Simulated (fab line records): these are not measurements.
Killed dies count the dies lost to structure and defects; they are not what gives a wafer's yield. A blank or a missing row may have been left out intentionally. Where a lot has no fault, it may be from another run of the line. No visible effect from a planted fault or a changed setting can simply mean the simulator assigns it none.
2 desks looking at one fault | flow berkeley cmos170 | what lay behind the numbers comes last; until then each desk has only its own

== FROM THE METROLOGY DESK ==
What the gauges read, lot by lot, whatever tool the lot ran on: means of the sampled wafers that have a number. Any lot whose mean is over 4 standard deviations away from the usual mean is out of limits and marked OUT; that distance is given in the brackets.
Columns: A = M3_OVL at UCB170_M3_OVL_MEAS_16, usual 2 nm; B = M3_BOW at UCB170_M3_BOW_MEAS_20, usual 35 um
lot  | first seen here | A   | B
L859 | day 9 16:16     | -1  | 46
L860 | day 10 05:02    | 3   | 46
L861 | day 10 07:24    | 8   | 31
L863 | day 10 08:14    | -8  | 32
L865 | day 10 16:27    | 13  | 39
L866 | day 10 17:04    | 7   | 31
L867 | day 10 20:38    | -1  | 31
L868 | day 11 00:47    | 8   | 34
L870 | day 11 04:17    | 7   | 34
L873 | day 12 13:47    | 8   | 29
L874 | day 12 14:09    | 7   | 31
L879 | day 12 23:03    | -3  | 32
L878 | day 12 23:22    | -11 | 33
L877 | day 13 03:08    | -5  | 36
L880 | day 15 08:54    | 8   | 32
Finding of this desk: none of the 15 lots has anything out of limits.

== FOR THE TOOL OWNER'S DESK: rie diel-04 ==
The tool's own readings at UCB170_CONTACT_ETCH_18 (etches PSG in CHF3/CF4/Ar, stops on TiSi2, target depth 840 nm, time 195 s): means of the sampled wafers that have a number, for each lot that ran on this tool. Any lot whose mean is over 4 standard deviations away from the usual mean is out of limits and marked OUT; that distance is given in the brackets.
Columns: A = drypump motor current A at UCB170_CONTACT_ETCH_18, usual 5.5 A; B = oes product au at UCB170_CONTACT_ETCH_18, usual 0.895 a.u.; C = throttle valve pct at UCB170_CONTACT_ETCH_18, usual 6.86 %
lot  | first seen here | A   | B     | C
L859 | day 8 21:00     | 5.9 | 0.898 | 6.81
L861 | day 9 14:00     | 5.6 | 0.889 | 6.79
L866 | day 9 19:00     | 5.9 | 0.897 | 6.81
L867 | day 10 02:00    | 5.6 | 0.892 | 6.85
L870 | day 10 12:00    | 5.8 | 0.903 | 6.81
Finding of this desk: none of the 5 lots has anything out of limits.

== ALL TOGETHER ==
Nothing out of limits was seen by the metrology desk.
Nothing out of limits was seen by the tool owner's desk.

== WHAT THE SIMULATOR PUT IN ==
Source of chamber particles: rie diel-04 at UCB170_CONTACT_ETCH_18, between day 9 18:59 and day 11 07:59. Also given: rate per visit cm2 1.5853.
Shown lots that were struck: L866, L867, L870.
